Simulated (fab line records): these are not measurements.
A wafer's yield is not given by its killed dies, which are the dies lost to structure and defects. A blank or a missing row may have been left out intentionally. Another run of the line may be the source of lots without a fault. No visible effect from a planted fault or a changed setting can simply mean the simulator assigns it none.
fab line records	flow rit-cmos
[record] lots = 13	wafers = 39	last-day = 7
route steps=202 shown ACTIVE@12 PRETRO@70 GATE@81 SILICIDE@163
lots untouched by any fault: they come from a run of this same line in which no faults occurred
start-h: the number of hours between the record's first day and the start of the first shown wafer of the lot	wait-h: how many hours have passed since the lot's step before this one	" unchanged from the row above	L1.1+2: one row covering several wafers at once	- either no value or no given start	* or withheld: withheld	< > ~ a bound
route shown NAME@n: names a module that has steps shown in the file, with the first one's number in the route	usual: the fault-free wafers' mean and standard deviation	same: alike in all rows	chamber/n: place in a boat	sites: each site's reading	_std_site: standard deviation of those values	_edge_site: inner sites' mean taken away from outer sites' mean	radius-mm: for every site, how far away it sits from the centre of the wafer	mask NAME#n: copy n	behind: the most recent tool/chamber to have shaped the wafer	hold: cause of the lot's hold/its duration in hours/its outcome	device: the transistor (n, p or np) that didn't switch	end of line: the route-end tests of the same wafers	step lacking rows: just its recipe	killed: dies that structure and defects cost at the first sort, which is not the same as the wafer's yield	map: a wafer's dies, marking killed ones x, the rest . and places with no die _
set.NAME: the setting that was run; set.NAME@STEP: the one run at that earlier step	model.NAME: the simulator's own value behind a step, which no gauge read
the route's steps for a sample of lots (tables are steps, rows are wafers)
services: from which hour (start-h, from the record's first day; less than 0 if before it) a tool's chamber was out of use, for how many hours, and why
[[steps]]
[step RIT_ACTIVE_CD_MEAS_11]
[recipe] target-cd-nm = 1400
[usual] cd-nm = 1400.2/2.6
lot.wafer	tool	chamber	start-h	wait-h	cd-nm
L837.1	cd-sem-01	-	15.69	-	1402.9
L837.4	"	-	"	"	1401.5
L837.6	"	-	"	"	1400.1
L838.1	cd-sem-01	-	20.52	-	1399.6
L838.2	"	-	"	"	1397.0
L838.4	"	-	"	"	1396.4
L839.1	cd-sem-01	-	25.26	-	1404.6
L839.2	"	-	"	"	1404.5
L839.5	"	-	"	"	1406.1
L840.2	cd-sem-01	-	30.94	-	1395.3
L840.4	"	-	"	"	1400.1
L840.6	"	-	"	"	1400.5
L841.1	cd-sem-01	-	35.98	-	1399.1
L841.2	"	-	"	"	1400.3
L841.6	"	-	"	"	1396.8
L842.1	cd-sem-02	-	39.98	-	1396.7
L842.5	"	-	"	"	1397.9
L842.6	"	-	"	"	1399.1
L843.1	cd-sem-01	-	47.00	-	1395.6
L843.3	"	-	"	"	1400.2
L843.6	"	-	"	"	1399.7
L846.1	cd-sem-02	-	60.45	-	1405.1
L846.3	"	-	"	"	1401.7
L846.5	"	-	"	"	1402.5
L847.2	cd-sem-02	-	65.40	-	1401.4
L847.3	"	-	"	"	1401.5
L847.4	"	-	"	"	1398.9
L848.1	cd-sem-01	-	69.44	-	1400.5
L848.4	"	-	"	"	1399.6
L848.6	"	-	"	"	1403.1
L854.1	cd-sem-01	-	100.23	-	1400.2
L854.4	"	-	"	"	1400.3
L854.6	"	-	"	"	1401.5
L856.3	cd-sem-02	-	111.72	-	1399.9
L856.4	"	-	"	"	1398.8
L856.5	"	-	"	"	1400.2
L860.2	cd-sem-02	-	129.60	-	1402.9
L860.4	"	-	"	"	1401.3
L860.6	"	-	"	"	1403.5
[step RIT_PRETRO_OVL_MEAS_06]
[usual] PRETRO_OVL = 0.6/1.4
lot.wafer	tool	chamber	start-h	wait-h	PRETRO_OVL[nm]
L837.1	overlay-02	-	33.30	-	-0.1
L837.4	"	-	"	"	0.0
L837.6	"	-	"	"	-0.3
L838.1	overlay-02	-	38.38	-	-1.2
L838.2	"	-	"	"	-0.9
L838.4	"	-	"	"	-1.2
L839.1	overlay-02	-	45.59	-	1.2
L839.2	"	-	"	"	2.0
L839.5	"	-	"	"	0.2
L840.2	overlay-01	-	50.04	-	0.8
L840.4	"	-	"	"	0.3
L840.6	"	-	"	"	0.3
L841.1	overlay-02	-	53.01	-	2.0
L841.2	"	-	"	"	1.4
L841.6	"	-	"	"	0.5
L842.1	overlay-02	-	60.27	-	0.3
L842.5	"	-	"	"	1.4
L842.6	"	-	"	"	1.9
L843.1	overlay-01	-	63.38	-	-2.0
L843.3	"	-	"	"	0.1
L843.6	"	-	"	"	-2.1
L846.1	overlay-01	-	80.33	-	0.4
L846.3	"	-	"	"	0.1
L846.5	"	-	"	"	-0.6
L847.2	overlay-01	-	82.41	-	0.0
L847.3	"	-	"	"	0.2
L847.4	"	-	"	"	0.4
L848.1	overlay-02	-	86.85	-	0.9
L848.4	"	-	"	"	-1.0
L848.6	"	-	"	"	0.0
L854.1	overlay-02	-	117.74	-	3.3
L854.4	"	-	"	"	4.5
L854.6	"	-	"	"	4.3
L856.3	overlay-02	-	127.94	-	0.7
L856.4	"	-	"	"	0.6
L856.5	"	-	"	"	1.9
L860.2	overlay-01	-	147.13	-	0.1
L860.4	"	-	"	"	-1.7
L860.6	"	-	"	"	-0.2
[step RIT_GATE_OXIDATION_05]
[recipe] temp-c = 900	ambient = O2	target-thk-a = 30	ox-time-s = 270
[usual] spike-tc-centre-C = 902.7/1.8	spike-tc-load-C = 924.5/2	spike-tc-source-C = 926.9/2.8	tube-center-temp-C = 900.01/0.078	tube_center_temp_C_max = 902.3/0.38	zone-power-load-pct = 25.7/1.2
lot.wafer	tool	chamber	start-h	wait-h	spike-tc-centre-C	spike-tc-load-C	spike-tc-source-C	tube-center-temp-C	tube_center_temp_C_max	zone-power-load-pct
L837.1	furnace-01	0	34.46	0.1	901.0	922.2	924.0	899.97	902.3	25.9
L837.4	"	0	"	"	900.8	922.0	922.9	900.09	901.8	26.0
L837.6	"	0	"	"	901.8	921.2	923.1	899.98	902.4	26.1
L838.1	furnace-04	0	40.73	1.3	901.7	923.7	929.5	899.96	902.0	24.1
L838.2	"	0	"	"	900.2	924.2	928.7	900.04	902.6	24.1
L838.4	"	0	"	"	900.9	922.4	928.1	900.06	902.4	23.8
L839.1	furnace-01	0	47.74	1.0	901.8	922.0	920.7	899.96	902.6	25.6
L839.2	"	0	"	"	901.8	924.1	922.6	900	903.0	26.1
L839.5	"	0	"	"	902.1	922.4	923.2	900.01	903.2	26.2
L840.2	furnace-04	0	51.24	0.0	900.6	925.0	928.2	900	902.3	24.1
L840.4	"	0	"	"	900.8	924.3	929.8	900.04	902.4	23.7
L840.6	"	0	"	"	901.8	923.9	929.0	899.99	902.3	23.6
L841.1	furnace-01	0	54.43	0.3	902.2	923.8	924.7	899.97	901.9	25.7
L841.2	"	0	"	"	900.5	924.2	924.3	900.06	902.3	26.1
L841.6	"	0	"	"	900.7	921.1	923.2	899.95	902.1	26.2
L842.1	furnace-01	0	62.52	1.1	901.7	921.3	923.2	900.07	902.0	25.8
L842.5	"	0	"	"	901.4	923.2	925.2	899.96	902.2	26.0
L842.6	"	0	"	"	902.5	924.1	922.5	900.06	901.7	25.9
L843.1	furnace-04	0	64.55	0.1	901.4	925.5	929.7	899.98	902.2	23.7
L843.3	"	0	"	"	902.8	924.7	929.1	899.84	903.5	24.0
L843.6	"	0	"	"	902.2	922.5	930.2	899.92	902.0	24.2
L846.1	furnace-03	0	81.51	0.1	942.1	965.6	970.0	937.7	940.6	28.9
L846.3	"	0	"	"	941.1	965.3	966.3	937.76	939.7	29.3
L846.5	"	0	"	"	941.6	964.8	967.1	937.66	940.7	29.4
L847.2	furnace-04	0	83.75	0.2	901.4	925.6	929.2	899.98	902.1	23.1
L847.3	"	0	"	"	901.8	923.8	928.5	899.84	901.9	23.4
L847.4	"	0	"	"	900.1	923.9	929.1	900.04	902.0	24.0
L848.1	furnace-03	0	88.64	0.7	943.4	964.0	965.6	937.67	939.6	29.2
L848.4	"	0	"	"	941.6	965.2	965.0	937.77	939.8	29.2
L848.6	"	0	"	"	942.8	964.6	968.3	937.78	939.9	29.1
L854.1	furnace-04	0	119.10	0.3	901.4	922.4	928.7	899.96	902.0	23.7
L854.4	"	0	"	"	900.2	924.1	927.5	900.09	902.2	23.9
L854.6	"	0	"	"	899.7	926.2	928.9	899.94	902.1	24.1
L856.3	furnace-01	0	129.08	0.0	901.5	921.0	922.2	899.9	901.7	25.9
L856.4	"	0	"	"	901.8	922.9	924.0	900.06	902.9	26.3
L856.5	"	0	"	"	901.9	923.1	924.3	900.05	902.3	26.4
L860.2	furnace-04	0	148.46	0.2	900.9	923.8	927.6	899.88	902.4	23.5
L860.4	"	0	"	"	899.9	924.2	928.8	900.08	902.3	24.0
L860.6	"	0	"	"	900.6	924.2	927.7	899.97	902.2	23.4
[step RIT_GATE_THK_MEAS_07]
[recipe] reads = SiO2_of_GATE_OXIDATION_05
[usual] GATE_OXIDE_THK = 3.04/0.07
lot.wafer	tool	chamber	start-h	wait-h	GATE_OXIDE_THK[nm]
L837.1	film-metro-04	-	35.84	0.0	3.02
L837.4	"	-	"	"	3.07
L837.6	"	-	"	"	3.07
L838.1	film-metro-04	-	45.21	0.0	3.02
L838.2	"	-	"	"	2.99
L838.4	"	-	"	"	2.96
L839.1	film-metro-02	-	49.06	0.0	2.99
L839.2	"	-	"	"	3.00
L839.5	"	-	"	"	2.94
L840.2	film-metro-04	-	52.58	0.0	3.11
L840.4	"	-	"	"	3.14
L840.6	"	-	"	"	3.08
L841.1	film-metro-01	-	57.48	0.0	2.97
L841.2	"	-	"	"	2.93
L841.6	"	-	"	"	3.00
L842.1	film-metro-01	-	64.16	0.0	3.05
L842.5	"	-	"	"	2.98
L842.6	"	-	"	"	2.98
L843.1	film-metro-04	-	65.87	0.0	3.06
L843.3	"	-	"	"	3.00
L843.6	"	-	"	"	2.93
L846.1	film-metro-02	-	82.84	0.0	4.63
L846.3	"	-	"	"	4.65
L846.5	"	-	"	"	4.71
L847.2	film-metro-01	-	85.55	0.0	3.16
L847.3	"	-	"	"	3.11
L847.4	"	-	"	"	3.17
L848.1	film-metro-01	-	89.96	0.0	4.65
L848.4	"	-	"	"	4.74
L848.6	"	-	"	"	4.71
L854.1	film-metro-02	-	122.61	0.0	3.10
L854.4	"	-	"	"	3.04
L854.6	"	-	"	"	3.11
L856.3	film-metro-02	-	130.42	0.0	2.92
L856.4	"	-	"	"	2.89
L856.5	"	-	"	"	2.98
L860.2	film-metro-04	-	151.10	0.0	3.03
L860.4	"	-	"	"	3.05
L860.6	"	-	"	"	3.08
[step RIT_SILICIDE_RS_MEAS_02]
[recipe] thk-meas-gauge = four-point-probe	reads = Ti_of_SILICIDE_SPUTTER_01
[usual] SILICIDE_TI_RS = 47.6/0.53
lot.wafer	tool	chamber	start-h	wait-h	SILICIDE_TI_RS[ohm/sq]
L837.1	film-metro-01	-	52.32	0.1	47.2
L837.4	"	-	"	"	47.7
L837.6	"	-	"	"	47.7
L838.1	film-metro-01	-	60.95	0.1	47.4
L838.2	"	-	"	"	46.9
L838.4	"	-	"	"	47.5
L839.1	film-metro-02	-	65.20	0.1	47.2
L839.2	"	-	"	"	47.1
L839.5	"	-	"	"	47.3
L840.2	film-metro-01	-	69.74	0.1	48.5
L840.4	"	-	"	"	48.4
L840.6	"	-	"	"	49.1
L841.1	film-metro-04	-	74.30	0.1	47.7
L841.2	"	-	"	"	47.8
L841.6	"	-	"	"	47.7
L842.1	film-metro-01	-	81.35	0.1	48.2
L842.5	"	-	"	"	48.5
L842.6	"	-	"	"	47.9
L843.1	film-metro-04	-	81.91	0.1	48.2
L843.3	"	-	"	"	48.2
L843.6	"	-	"	"	48.3
L846.1	film-metro-01	-	99.69	0.1	48.2
L846.3	"	-	"	"	48.7
L846.5	"	-	"	"	48.0
L847.2	film-metro-02	-	103.60	0.1	47.5
L847.3	"	-	"	"	47.0
L847.4	"	-	"	"	47.8
L848.1	film-metro-04	-	108.32	0.1	48.1
L848.4	"	-	"	"	48.5
L848.6	"	-	"	"	47.7
L854.1	film-metro-01	-	139.74	0.1	47.2
L854.4	"	-	"	"	47.0
L854.6	"	-	"	"	47.0
L856.3	film-metro-02	-	147.83	0.1	47.4
L856.4	"	-	"	"	47.2
L856.5	"	-	"	"	48.1
L860.2	film-metro-02	-	170.56	0.1	47.6
L860.4	"	-	"	"	47.2
L860.6	"	-	"	"	47.2
[[services]]
tool	chamber	start-h	hours	kind
furnace-01	-	25.65	2.7	pm
furnace-03	-	42.05	2.9	pm
furnace-04	-	133.46	3.8	pm
[[key]]
[first-sign] step = RIT_GATE_OXIDATION_05	reading = tube-center-temp-C	direction = up	sigmas = 99+	usual = *	struck = *
[effect] step = RIT_GATE_OXIDATION_05	reading = tube_center_temp_C_max	direction = up	sigmas = 98	usual = *	struck = *
[effect] step = RIT_GATE_THK_MEAS_07	reading = GATE_OXIDE_THK	direction = up	sigmas = 23	usual = 3.04	struck = 4.68
met-at RIT_GATE_OXIDATION_05
struck-lots L846,L848
tester-left-out L846,L848
not-acting-at RIT_ACTIVE_CD_MEAS_11,RIT_PRETRO_OVL_MEAS_06,RIT_SILICIDE_RS_MEAS_02
[fault] kind = process-parameter-drift	tool = furnace-03	chamber = -	onset-h = 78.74	steps = RIT_GATE_OXIDATION_05	channel = temp-c	offset = *	shape = step	end-h = 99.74	acts-in = *	stated = *
// tester-left-out: of these lots the tester's yield and bins aren't shown, on N5 and GAA mostly nor the transistor test; their killed dies are dies lost to structure and defects alone, not to doping, threshold or leakage, so they don't give the yield
